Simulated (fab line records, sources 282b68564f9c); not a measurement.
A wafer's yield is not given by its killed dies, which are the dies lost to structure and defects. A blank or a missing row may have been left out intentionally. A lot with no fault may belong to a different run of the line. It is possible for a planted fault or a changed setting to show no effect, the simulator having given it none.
Which tool did it?    flow rit cmos    21 wafers from 7 lots sampled at 2 of the route's 202 steps

WHAT EACH GAUGE READ, for each wafer
RIT_NRETRO_TW_MEAS_10.
lot   measured     on             NRETRO_TW
L251  day 2 12:52  film metro-03  1045 1043 1041
L254  day 3 04:10  film metro-03  1038 1046 1040
L257  day 3 23:14  film metro-01  1052 1048 1053
L259  day 4 07:00  film metro-01  1047 1053 1045
L264  day 5 06:36  film metro-03  1047 1046 1047
L270  day 6 10:42  film metro-02  1050 1047 1051
L273  day 7 02:49  film metro-01  1054 1046 1043

WHAT TOOL EACH LOT RAN ON (gives the tool, then ch and the chambers of the sampled wafers, and finally the start)
lot   RIT_NRETRO_IMPLANT_08
L251  implanter-02 ch 0, day 2 12:35
L254  implanter-02 ch 0, day 3 03:50
L257  implanter-04 ch 0, day 3 22:56
L259  implanter-02 ch 0, day 4 06:41
L264  implanter-02 ch 0, day 5 06:16
L270  implanter-04 ch 0, day 6 10:23
L273  implanter-02 ch 0, day 7 02:30
- RIT_NRETRO_IMPLANT_08

THE ANSWER, worked out from the rows above alone
Rule: the usual values come from the lots themselves. Put in order of their means at a reading, lots are off if they are a third of the lots or fewer, leave a main group of 4 or more, and stand apart from it by a gap of 3 or more times the standard deviation of the main group's means; of several such gaps the widest counts. A main group is skipped when, at the precision printed for the reading in the tables above, its means are all equal. Also off: a lot with no number at a reading for which 4 or more lots have one. Any other lot the step has rows for is counted as sound.
No lot is off on any of the readings shown, so nothing can be concluded from this.

WHAT THE SIMULATOR HAD INSERTED
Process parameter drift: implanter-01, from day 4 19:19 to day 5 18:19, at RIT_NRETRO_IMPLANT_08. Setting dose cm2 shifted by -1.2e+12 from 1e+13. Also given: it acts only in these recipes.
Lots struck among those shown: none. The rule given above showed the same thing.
